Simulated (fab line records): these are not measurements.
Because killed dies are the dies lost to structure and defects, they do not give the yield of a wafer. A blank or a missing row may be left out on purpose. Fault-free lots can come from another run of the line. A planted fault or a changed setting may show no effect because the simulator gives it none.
fab line records	flow ritCmos
record lots=6	wafers=18	lastDay=7
route steps=202 shown REOX@99 NLDD@103 PLDD@114 SPACER@125 NSD@131 M1@202
lots with no fault: from the same line, run without faults
startH: the number of hours between the record's first day and the start of the first shown wafer of the lot	waitH: hours from the lot's prior step to this one	" identical to the entry in the row above	L1.1+2: a row that stands for several wafers	- value missing, or start not given	* or withheld: withheld	< > ~ a bound
route shown NAME@n: NAME is a module with steps in the file, n the number in the route of the first one	usual: mean/standard deviation taken from wafers without a fault	same: alike in all rows	chamber/n: place in a boat	sites: each site's reading	_std_site: their standard deviation	_edge_site: the outer-site mean with the inner-site mean subtracted	radiusMm: for every site, how far away it sits from the centre of the wafer	mask NAME#n: copy n	behind: the most recent tool/chamber to have shaped the wafer	hold: reason for holding the lot/hours on hold/outcome of the hold	device: names the non-switching transistor (n, p or np)	end of line: at the end of the route, the tests of the same wafers	where a step has no rows: the recipe by itself	killed: dies lost to structure and defects at the first sort, not the wafer's yield	map: dies across one wafer; x = killed, . = not, _ = none there
set.NAME: the run value of the setting; set.NAME@STEP: its run value at that earlier step	model.NAME: the simulator's own value behind a step, which no gauge read
certain route steps with their lots: each step a table, each wafer a row
services: the hour from which a tool's chamber was out of use, counted from the record's first day as startH (under 0 if before that day), plus the number of hours and why
## steps
# step RIT_REOX_CLEAN_01
# recipe chemistry=dHF	dilution=50:1	timeS=30
# step RIT_REOX_CLEAN_02
# recipe chemistry=SC2	mix=3:3:50	timeS=600	tempC=75	dry=n2Spin
# step RIT_REOX_OXIDATION_03
# recipe tempC=900	ambient=O2	targetThkA=252	oxTimeS=5580
# step RIT_REOX_THK_MEAS_04
# recipe reads=SiO2_of_REOX_OXIDATION_03
# usual REOX_OXIDE_THK=25.1/0.43
lot.wafer	tool	chamber	startH	waitH	REOX_OXIDE_THK[nm]
L453.2	filmMetro-02	-	52.22	0.0	25.0
L453.3	"	-	"	"	25.3
L453.5	"	-	"	"	24.9
L455.1	filmMetro-04	-	62.18	0.0	25.0
L455.4	"	-	"	"	25.3
L455.5	"	-	"	"	25.2
L461.3	filmMetro-04	-	90.55	0.0	26.1
L461.5	"	-	"	"	25.6
L461.6	"	-	"	"	25.7
L464.1	filmMetro-01	-	105.43	0.0	25.0
L464.3	"	-	"	"	25.1
L464.6	"	-	"	"	25.3
L473.1	filmMetro-01	-	149.47	0.0	25.3
L473.3	"	-	"	"	25.4
L473.5	"	-	"	"	25.5
L475.2	filmMetro-04	-	160.98	0.0	25.5
L475.4	"	-	"	"	25.4
L475.5	"	-	"	"	25.4
# step RIT_NLDD_HMDS_00
# recipe primeTimeS=60	primeTempC=140
# step RIT_NLDD_COAT_01
# recipe resist=NOVOLAK	spinRpm=3250	resistThkNm=1000
# step RIT_NLDD_SOFTBAKE_02
# recipe resist=NOVOLAK	tempC=90	timeS=60
# step RIT_NLDD_EXPOSE_03
# recipe maskId=M7	na=0.57	targetCdNm=40700	doseMj=250
# step RIT_NLDD_PEB_04
# recipe resist=NOVOLAK	tempC=withheld	timeS=withheld
# step RIT_NLDD_DEVELOP_05
# recipe resist=NOVOLAK	developTimeS=50	devTempC=23
# step RIT_NLDD_OVL_MEAS_06
# usual NLDD_OVL=0.7/1.3
lot.wafer	tool	chamber	startH	waitH	NLDD_OVL[nm]
L453.2	overlay-02	-	53.60	-	2.2
L453.3	"	-	"	"	2.6
L453.5	"	-	"	"	-0.2
L455.1	overlay-01	-	63.10	-	0.3
L455.4	"	-	"	"	1.8
L455.5	"	-	"	"	0.9
L461.3	overlay-01	-	91.57	-	-0.2
L461.5	"	-	"	"	1.2
L461.6	"	-	"	"	1.4
L464.1	overlay-01	-	106.46	-	-0.4
L464.3	"	-	"	"	-0.7
L464.6	"	-	"	"	0.0
L473.1	overlay-01	-	150.57	-	1.6
L473.3	"	-	"	"	2.3
L473.5	"	-	"	"	1.7
L475.2	overlay-01	-	161.89	-	3.0
L475.4	"	-	"	"	0.0
L475.5	"	-	"	"	-0.2
# step RIT_NLDD_HARDBAKE_07
# recipe resist=NOVOLAK	tempC=140	timeS=60
# step RIT_NLDD_IMPLANT_08
# recipe species=P	energyKev=20	doseCm2=5e+14	tiltDeg=7
# usual doseIonsCm2=5e+14/5.4e+11	faradayCurrentUA=1573/31
lot.wafer	tool	chamber	startH	waitH	doseIonsCm2	faradayCurrentUA
L453.2	implanter-04	0	53.81	0.1	4.996e+14	1546
L453.3	"	0	"	"	5.003e+14	1556
L453.5	"	0	"	"	4.997e+14	1618
L455.1	implanter-03	0	63.29	0.1	4.995e+14	1532
L455.4	"	0	"	"	5.002e+14	1613
L455.5	"	0	"	"	4.99e+14	1556
L461.3	implanter-03	0	91.94	0.1	4.997e+14	1565
L461.5	"	0	"	"	5.002e+14	1585
L461.6	"	0	"	"	5.001e+14	1604
L464.1	implanter-02	0	106.65	0.1	4.995e+14	1587
L464.3	"	0	"	"	5.001e+14	1603
L464.6	"	0	"	"	5.006e+14	1555
L473.1	implanter-03	0	150.76	0.1	4.609e+14	1415
L473.3	"	0	"	"	4.611e+14	1411
L473.5	"	0	"	"	4.617e+14	1386
L475.2	implanter-03	0	162.09	0.1	4.618e+14	1414
L475.4	"	0	"	"	4.611e+14	1461
L475.5	"	0	"	"	4.612e+14	1455
# step RIT_NLDD_STRIP_09
# recipe chemistry=O2	timeS=180	resist=NOVOLAK	platenTempC=withheld	powerW=500	pressureMtorr=4000	o2FlowSccm=4000
# usual drypumpMotorCurrentA=5.8/0.36
lot.wafer	tool	chamber	startH	waitH	drypumpMotorCurrentA	rfHoursCounterH
L453.2	plasmaAsher-04	1	53.93	0.1	5.7	42
L453.3	"	1	"	"	5.7	-
L453.5	"	0	"	"	6.3	-
L455.1	plasmaAsher-01	1	63.44	0.1	5.4	27
L455.4	"	0	"	"	5.8	-
L455.5	"	0	"	"	5.8	-
L461.3	plasmaAsher-02	1	92.10	0.1	6.0	-
L461.5	"	1	"	"	6.0	-
L461.6	"	0	"	"	5.3	-
L464.1	plasmaAsher-04	1	106.80	0.1	5.7	48
L464.3	"	0	"	"	6.3	-
L464.6	"	0	"	"	6.3	-
L473.1	plasmaAsher-02	0	150.91	0.1	5.3	3
L473.3	"	0	"	"	5.3	-
L473.5	"	1	"	"	6.1	-
L475.2	plasmaAsher-04	0	162.22	0.1	6.3	52
L475.4	"	1	"	"	5.7	-
L475.5	"	1	"	"	5.7	-
# step RIT_NLDD_TW_MEAS_10
# usual NLDD_TW=2497/29
lot.wafer	tool	chamber	startH	waitH	NLDD_TW
L453.2	filmMetro-02	-	54.12	0.1	2500
L453.3	"	-	"	"	2498
L453.5	"	-	"	"	2511
L455.1	filmMetro-03	-	63.61	0.1	2456
L455.4	"	-	"	"	2481
L455.5	"	-	"	"	2478
L461.3	filmMetro-02	-	92.24	0.1	2502
L461.5	"	-	"	"	2509
L461.6	"	-	"	"	2501
L464.1	filmMetro-03	-	106.97	0.1	2469
L464.3	"	-	"	"	2473
L464.6	"	-	"	"	2485
L473.1	filmMetro-02	-	151.08	0.1	2463
L473.3	"	-	"	"	2455
L473.5	"	-	"	"	2462
L475.2	filmMetro-02	-	162.40	0.1	2454
L475.4	"	-	"	"	2458
L475.5	"	-	"	"	2455
# step RIT_PLDD_HMDS_00
# recipe primeTimeS=60	primeTempC=140
# step RIT_PLDD_COAT_01
# recipe resist=NOVOLAK	spinRpm=3250	resistThkNm=1000
# step RIT_PLDD_SOFTBAKE_02
# recipe resist=NOVOLAK	tempC=90	timeS=60
# step RIT_PLDD_EXPOSE_03
# recipe maskId=M8	na=0.57	targetCdNm=40900	doseMj=250
# step RIT_PLDD_PEB_04
# recipe resist=NOVOLAK	tempC=withheld	timeS=withheld
# step RIT_PLDD_DEVELOP_05
# recipe resist=NOVOLAK	developTimeS=50	devTempC=23
# step RIT_PLDD_OVL_MEAS_06
# usual PLDD_OVL=-0.6/1.8
lot.wafer	tool	chamber	startH	waitH	PLDD_OVL[nm]
L453.2	overlay-02	-	55.26	-	1.2
L453.3	"	-	"	"	-1.0
L453.5	"	-	"	"	-0.9
L455.1	overlay-01	-	64.72	-	0.5
L455.4	"	-	"	"	0.9
L455.5	"	-	"	"	0.9
L461.3	overlay-01	-	93.14	-	-3.0
L461.5	"	-	"	"	-3.2
L461.6	"	-	"	"	-2.0
L464.1	overlay-01	-	108.01	-	0.0
L464.3	"	-	"	"	-0.8
L464.6	"	-	"	"	-1.8
L473.1	overlay-01	-	151.99	-	-1.9
L473.3	"	-	"	"	-0.8
L473.5	"	-	"	"	-0.8
L475.2	overlay-02	-	163.31	-	-1.5
L475.4	"	-	"	"	-1.3
L475.5	"	-	"	"	-2.0
# step RIT_PLDD_HARDBAKE_07
# recipe resist=NOVOLAK	tempC=140	timeS=60
# step RIT_PLDD_IMPLANT_08
# recipe species=BF2	energyKev=20	doseCm2=9e+14	tiltDeg=7
# step RIT_PLDD_STRIP_09
# recipe chemistry=O2	timeS=180	resist=NOVOLAK	platenTempC=withheld	powerW=500	pressureMtorr=4000	o2FlowSccm=4000
# usual drypumpMotorCurrentA=5.4/0.41
lot.wafer	tool	chamber	startH	waitH	drypumpMotorCurrentA	rfHoursCounterH
L453.2	plasmaAsher-02	1	55.59	0.1	6.0	39
L453.3	"	0	"	"	5.3	-
L453.5	"	0	"	"	5.3	-
L455.1	plasmaAsher-03	1	65.06	0.1	5.4	41
L455.4	"	0	"	"	4.9	-
L455.5	"	0	"	"	4.9	-
L461.3	plasmaAsher-02	1	93.52	0.1	6.1	-
L461.5	"	1	"	"	6.1	-
L461.6	"	0	"	"	5.3	-
L464.1	plasmaAsher-03	1	108.34	0.1	5.4	46
L464.3	"	1	"	"	5.4	-
L464.6	"	1	"	"	5.3	-
L473.1	plasmaAsher-02	0	152.33	0.1	5.3	4
L473.3	"	0	"	"	5.3	-
L473.5	"	1	"	"	6.0	-
L475.2	plasmaAsher-02	1	163.64	0.1	6.0	5
L475.4	"	0	"	"	5.3	-
L475.5	"	0	"	"	5.3	-
# step RIT_PLDD_TW_MEAS_10
# usual PLDD_TW=2362/25
lot.wafer	tool	chamber	startH	waitH	PLDD_TW
L453.2	filmMetro-02	-	55.78	0.1	2376
L453.3	"	-	"	"	2343
L453.5	"	-	"	"	2357
L455.1	filmMetro-01	-	65.24	0.1	2386
L455.4	"	-	"	"	2386
L455.5	"	-	"	"	2377
L461.3	filmMetro-01	-	93.66	0.1	2387
L461.5	"	-	"	"	2377
L461.6	"	-	"	"	2377
L464.1	filmMetro-03	-	108.52	0.1	2332
L464.3	"	-	"	"	2330
L464.6	"	-	"	"	2327
L473.1	filmMetro-02	-	152.50	0.1	2367
L473.3	"	-	"	"	2355
L473.5	"	-	"	"	2366
L475.2	filmMetro-03	-	163.82	0.1	2308
L475.4	"	-	"	"	2317
L475.5	"	-	"	"	2328
# step RIT_SPACER_CLEAN_00
# recipe chemistry=SC1	mix=3:3:50	timeS=600	tempC=75
# step RIT_SPACER_CLEAN_01
# recipe chemistry=dHF	dilution=50:1	timeS=30
# step RIT_SPACER_CLEAN_02
# recipe chemistry=SC2	mix=3:3:50	timeS=600	tempC=75	dry=n2Spin
# step RIT_SPACER_CVD_03
# recipe material=Si3N4	targetThkNm=250	tempC=810	precursor=SiH2Cl2/NH3	timeS=3300	pressureMtorr=300	sih2cl2FlowSccm=60	nh3FlowSccm=150
# step RIT_SPACER_THK_MEAS_04
# recipe reads=Si3N4_of_SPACER_CVD_03
# usual SPACER_NITRIDE_THK=250.7/2.3
lot.wafer	tool	chamber	startH	waitH	SPACER_NITRIDE_THK[nm]
L453.2	filmMetro-02	-	58.31	0.0	253.6
L453.3	"	-	"	"	253.1
L453.5	"	-	"	"	252.4
L455.1	filmMetro-02	-	67.58	0.0	253.9
L455.4	"	-	"	"	250.5
L455.5	"	-	"	"	250.5
L461.3	filmMetro-02	-	96.25	0.0	250.2
L461.5	"	-	"	"	252.1
L461.6	"	-	"	"	253.1
L464.1	filmMetro-02	-	110.88	0.0	253.0
L464.3	"	-	"	"	251.5
L464.6	"	-	"	"	250.9
L473.1	filmMetro-04	-	156.00	0.0	250.2
L473.3	"	-	"	"	251.0
L473.5	"	-	"	"	252.6
L475.2	filmMetro-02	-	168.59	0.0	252.9
L475.4	"	-	"	"	251.1
L475.5	"	-	"	"	250.7
# step RIT_SPACER_ETCHBACK_05
# recipe targetDepthA=2500	SF6_flow_sccm=30	CHF3_flow_sccm=30	target=Si3N4	chemistry=SF6/CHF3	pressureMtorr=40	rfW=250	timeS=240	stopOn=SiO2
# usual drypumpMotorCurrentA=5.9/0.38	oesProductAu=0.844/0.013	throttleValvePct=10.23/0.15
lot.wafer	tool	chamber	startH	waitH	drypumpMotorCurrentA	oesProductAu	rfHoursCounterH	throttleValvePct
L453.2	rieDiel-03	3	58.36	0.0	6.5	0.849	7	10.12
L453.3	"	1	"	"	5.9	0.853	3	10.29
L453.5	"	1	"	"	5.9	0.860	-	10.28
L455.1	rieDiel-02	0	67.64	0.1	6.2	0.848	160	10.54
L455.4	"	2	"	"	5.3	0.829	109	10.25
L455.5	"	2	"	"	5.3	0.833	-	10.24
L461.3	rieDiel-04	0	96.29	0.0	6.1	0.820	37	10.34
L461.5	"	2	"	"	6.3	0.837	-	10.12
L461.6	"	1	"	"	6.3	0.857	-	10.25
L464.1	rieDiel-04	3	110.94	0.1	5.4	0.845	43	10.31
L464.3	"	0	"	"	6.1	0.826	38	10.34
L464.6	"	2	"	"	6.2	0.827	-	10.11
L473.1	rieDiel-04	2	156.06	0.1	6.3	0.830	129	10.13
L473.3	"	0	"	"	6.1	0.829	39	10.35
L473.5	"	1	"	"	6.3	0.844	-	10.24
L475.2	rieDiel-03	3	168.64	0.0	6.6	0.850	9	10.12
L475.4	"	2	"	"	5.6	0.871	-	9.96
L475.5	"	0	"	"	5.6	0.844	-	10.13
# step RIT_NSD_HMDS_00
# recipe primeTimeS=60	primeTempC=140
# step RIT_NSD_COAT_01
# recipe resist=NOVOLAK	spinRpm=3250	resistThkNm=1000
# step RIT_NSD_SOFTBAKE_02
# recipe resist=NOVOLAK	tempC=90	timeS=60
# step RIT_NSD_EXPOSE_03
# recipe maskId=M9	na=0.57	targetCdNm=40700	doseMj=250
# step RIT_NSD_PEB_04
# recipe resist=NOVOLAK	tempC=withheld	timeS=withheld
# step RIT_NSD_DEVELOP_05
# recipe resist=NOVOLAK	developTimeS=50	devTempC=23
# step RIT_NSD_OVL_MEAS_06
# usual NSD_OVL=-0.6/1.4
lot.wafer	tool	chamber	startH	waitH	NSD_OVL[nm]
L453.2	overlay-01	-	59.61	-	0.5
L453.3	"	-	"	"	0.1
L453.5	"	-	"	"	0.1
L455.1	overlay-01	-	68.77	-	-4.3
L455.4	"	-	"	"	-0.4
L455.5	"	-	"	"	-3.1
L461.3	overlay-01	-	97.43	-	-1.4
L461.5	"	-	"	"	-2.6
L461.6	"	-	"	"	0.1
L464.1	overlay-01	-	112.06	-	1.4
L464.3	"	-	"	"	-0.5
L464.6	"	-	"	"	-2.1
L473.1	overlay-01	-	157.06	-	-3.1
L473.3	"	-	"	"	-1.8
L473.5	"	-	"	"	0.4
L475.2	overlay-02	-	169.82	-	-0.4
L475.4	"	-	"	"	-0.8
L475.5	"	-	"	"	-0.8
# step RIT_NSD_HARDBAKE_07
# recipe resist=NOVOLAK	tempC=140	timeS=60
# step RIT_NSD_IMPLANT_08
# recipe species=P	energyKev=25	doseCm2=1e+15	tiltDeg=7
# step RIT_NSD_STRIP_09
# recipe chemistry=O2	timeS=180	resist=NOVOLAK	platenTempC=withheld	powerW=500	pressureMtorr=4000	o2FlowSccm=4000
# usual drypumpMotorCurrentA=5.6/0.43
lot.wafer	tool	chamber	startH	waitH	drypumpMotorCurrentA	rfHoursCounterH
L453.2	plasmaAsher-03	1	59.94	0.1	5.4	41
L453.3	"	1	"	"	5.4	-
L453.5	"	0	"	"	4.9	-
L455.1	plasmaAsher-03	0	69.11	0.1	4.8	42
L455.4	"	0	"	"	4.8	-
L455.5	"	0	"	"	4.8	-
L461.3	plasmaAsher-04	0	97.81	0.1	6.3	-
L461.5	"	0	"	"	6.3	-
L461.6	"	1	"	"	5.7	-
L464.1	plasmaAsher-04	0	112.40	0.1	6.3	48
L464.3	"	0	"	"	6.3	-
L464.6	"	0	"	"	6.3	-
L473.1	plasmaAsher-03	1	157.40	0.1	5.4	51
L473.3	"	1	"	"	5.4	-
L473.5	"	0	"	"	4.9	-
L475.2	plasmaAsher-01	0	170.15	0.1	5.7	39
L475.4	"	0	"	"	5.8	-
L475.5	"	0	"	"	5.8	-
# step RIT_SDANNEAL_RS_MEAS_07
# recipe thkMeasGauge=four-point-probe
# usual NLDD_RS=151.6/0.43
lot.wafer	tool	chamber	startH	waitH	NLDD_RS[ohm/sq]
L453.2	filmMetro-01	-	62.46	0.1	151.9
L453.3	"	-	"	"	151.9
L453.5	"	-	"	"	151.8
L455.1	filmMetro-03	-	71.68	0.1	151.2
L455.4	"	-	"	"	151.0
L455.5	"	-	"	"	150.8
L461.3	filmMetro-03	-	100.36	0.1	152.3
L461.5	"	-	"	"	151.7
L461.6	"	-	"	"	152.0
L464.1	filmMetro-03	-	114.98	0.1	151.4
L464.3	"	-	"	"	151.5
L464.6	"	-	"	"	150.9
L473.1	filmMetro-01	-	159.92	0.1	162.0
L473.3	"	-	"	"	162.4
L473.5	"	-	"	"	162.3
L475.2	filmMetro-03	-	172.73	0.1	162.3
L475.4	"	-	"	"	161.6
L475.5	"	-	"	"	162.0
# step RIT_M1_PROBE_99
# usual killedAtContacts=0.1/0.31	killedAtFrontEnd=6.3/2.7	killedDies=6.4/2.7	killedOpen=3.3/2	killedShort=3/1.8
# same grossDies=264	killed_at_M0_to_M3=0	killed_at_M4_up=0	killedAtBackSide=0	killedAtOther=0
lot.wafer	tool	chamber	startH	waitH	killedAtContacts	killedAtFrontEnd	killedDies	killedOpen	killedShort	model.etest.nldd.rsOhmSq	model.etest.nmosTurned.driveUaUm	model.etest.nldd.lineOhmUm	model.etest.nmosTurned.overlapFfUm	model.etest.nmos_0p15.overlapFfUm
L453.2	prober-01	-	70.88	0.1	0	4	4	4	0	370.8	330	116.2	0.3731	0.25
L453.3	prober-01	-	70.93	0.2	0	6	6	2	4	377.5	321.9	118.6	0.3655	0.2441
L453.5	prober-01	-	71.03	0.2	1	2	3	2	1	368	326.4	114.5	0.3702	0.2489
L455.1	prober-02	-	78.91	0.1	0	7	7	5	2	380	317.8	119.2	0.3689	0.243
L455.4	prober-02	-	79.06	0.2	0	5	5	4	1	381.3	310.9	119.7	0.3588	0.2398
L455.5	prober-02	-	79.11	0.2	0	4	4	1	3	382.3	309.9	118.9	0.3615	0.2389
L461.3	prober-02	-	107.47	0.2	0	4	4	2	2	403.5	304.3	127.3	0.356	0.2331
L461.5	prober-02	-	107.57	0.2	1	3	4	3	1	394	318.9	123.3	0.36	0.2406
L461.6	prober-02	-	107.62	0.2	0	6	6	4	2	395.7	317.7	124.8	0.3594	0.2384
L464.1	prober-02	-	122.26	0.1	0	9	9	6	3	378.6	326.5	117.3	0.3736	0.2491
L464.3	prober-02	-	122.36	0.2	0	9	9	3	6	376.5	334.7	118.1	0.3783	0.2516
L464.6	prober-02	-	122.51	0.2	0	11	11	7	4	382.1	324.8	120.6	0.374	0.2452
L473.1	prober-01	-	167.17	0.1	1	0	1	0	1	407.7	302.8	128.5	0.3533	0.2338
L473.3	prober-01	-	167.27	0.2	0	9	9	8	1	414	305.2	130.3	0.3575	0.2349
L473.5	prober-01	-	167.37	0.2	0	12	12	1	9	411.9	303.7	129.8	0.3522	0.2329
L475.2	prober-01	-	179.81	0.1	0	5	5	3	2	414	273.2	129.8	0.3401	0.2236
L475.4	prober-01	-	179.91	0.2	0	5	5	2	3	409.6	281.5	129.6	0.3438	0.2256
L475.5	prober-01	-	179.96	0.2	0	7	7	6	1	406.9	277.2	129.7	0.3434	0.2223
# killed by level:class
L453.2 FOX1:geometricParticle:open=2 GATE:geometricParticle:open=1 SPACER:geometricParticle:open=1
L453.3 SPACER:geometricParticle:short=2 SILICIDE:geometricParticle:short=2 GATE:geometricParticle:open=1 SPACER:geometricParticle:open=1
L453.5 GATE:geometricParticle:open=1 SILICIDE:geometricParticle:open=1 CONTACT:geometricParticle:short=1
L455.1 REOX:geometricParticle:open=4 FOX1:geometricParticle:open=1 GATE:geometricParticle:short=1 REOX:geometricParticle:short=1
L455.4 REOX:geometricParticle:open=3 FOX1:geometricParticle:open=1 FOX2:geometricParticle:short=1
L455.5 REOX:geometricParticle:short=2 FOX1:geometricParticle:open=1 SILICIDE:geometricParticle:short=1
L461.3 GATE:geometricParticle:open=2 GATE:geometricParticle:short=1 SILICIDE:geometricParticle:short=1
L461.5 FOX2:geometricParticle:open=1 GATE:geometricParticle:open=1 SPACER:geometricParticle:open=1 CONTACT:geometricParticle:short=1
L461.6 GATE:geometricParticle:open=3 GATE:geometricParticle:short=1 REOX:geometricParticle:open=1 SILICIDE:geometricParticle:short=1
L464.1 GATE:geometricParticle:open=5 GATE:geometricParticle:short=2 FOX1:geometricParticle:open=1 SPACER:geometricParticle:short=1
L464.3 GATE:geometricParticle:short=5 GATE:geometricParticle:open=2 FOX1:geometricParticle:short=1 SILICIDE:geometricParticle:open=1
L464.6 GATE:geometricParticle:open=5 GATE:geometricParticle:short=4 REOX:geometricParticle:open=2
L473.1 CONTACT:geometricParticle:short=1
L473.3 SILICIDE:geometricParticle:open=3 GATE:geometricParticle:open=2 FOX1:geometricParticle:open=1 SPACER:geometricParticle:open=1 FOX2:geometricParticle:open=1 SILICIDE:geometricParticle:short=1
L473.5 GATE:geometricParticle:short=4 SILICIDE:geometricParticle:short=2 PWELL:coatMicrobubblePrinted=2 FOX1:geometricParticle:short=1 FOX2:geometricParticle:short=1 REOX:geometricParticle:open=1 SPACER:geometricParticle:short=1
L475.2 REOX:geometricParticle:open=2 REOX:geometricParticle:short=2 GATE:geometricParticle:open=1
L475.4 GATE:geometricParticle:short=3 SPACER:geometricParticle:open=1 SILICIDE:geometricParticle:open=1
L475.5 GATE:geometricParticle:open=4 SPACER:geometricParticle:open=2 FOX1:geometricParticle:short=1
## services
tool	chamber	startH	hours	kind
rieDiel-03	2	30.35	3.8	repair
rieDiel-04	1	41.89	14.5	repair
plasmaAsher-04	-	68.49	0.4	repair
rieDiel-04	-	79.32	1.1	repair
rieDiel-02	3	92.04	2.6	repair
rieDiel-02	0	98.03	-	clean
rieDiel-02	0	98.03	22.5	scheduledDown
rieDiel-02	0	98.03	22.5	ventCycle
plasmaAsher-02	-	108.75	9.0	pm
plasmaAsher-02	0	108.75	9.0	ventCycle
plasmaAsher-02	1	108.75	9.0	ventCycle
implanter-04	-	114.42	3.4	repair
rieDiel-03	3	115.72	6.7	repair
plasmaAsher-02	0	117.75	-	clean
plasmaAsher-02	1	117.75	-	clean
implanter-02	-	122.15	2.2	repair
plasmaAsher-04	-	144.55	14.6	pm
plasmaAsher-03	-	153.05	2.8	pm
rieDiel-03	2	158.64	4.8	repair
rieDiel-03	1	160.85	14.4	repair
rieDiel-04	1	165.33	7.0	repair
rieDiel-02	2	168.41	4.5	repair
## key
firstSign step=RIT_NLDD_IMPLANT_08	reading=doseIonsCm2	direction=down	sigmas=71	usual=5e+14	struck=4.613e+14
effect step=RIT_NLDD_IMPLANT_08	reading=faradayCurrentUA	direction=down	sigmas=4.8	usual=1573	struck=1424
effect step=RIT_SDANNEAL_RS_MEAS_07	reading=NLDD_RS	direction=up	sigmas=25	usual=151.6	struck=162.1
modelEffect step=RIT_M1_PROBE_99	value=etest.nldd.rsOhmSq	without=382	struck=410.7
metAt RIT_NLDD_IMPLANT_08
struckWafers L473.1,L473.3,L473.5,L475.2,L475.4,L475.5
testerLeftOut L473,L475
onsetBetween 91.94 150.76
fault kind=processParameterDrift	tool=implanter-03	chamber=-	onsetH=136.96	steps=RIT_NLDD_IMPLANT_08	channel=doseCm2	offset=-3.9174e+13	shape=step	endH=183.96	actsIn=theseRecipesOnly	stated=5e+14
# testerLeftOut: of these lots the tester's yield and bins aren't shown, on N5 and GAA mostly nor the transistor test; their killed dies are dies lost to structure and defects alone, not to doping, threshold or leakage, so they don't give the yield
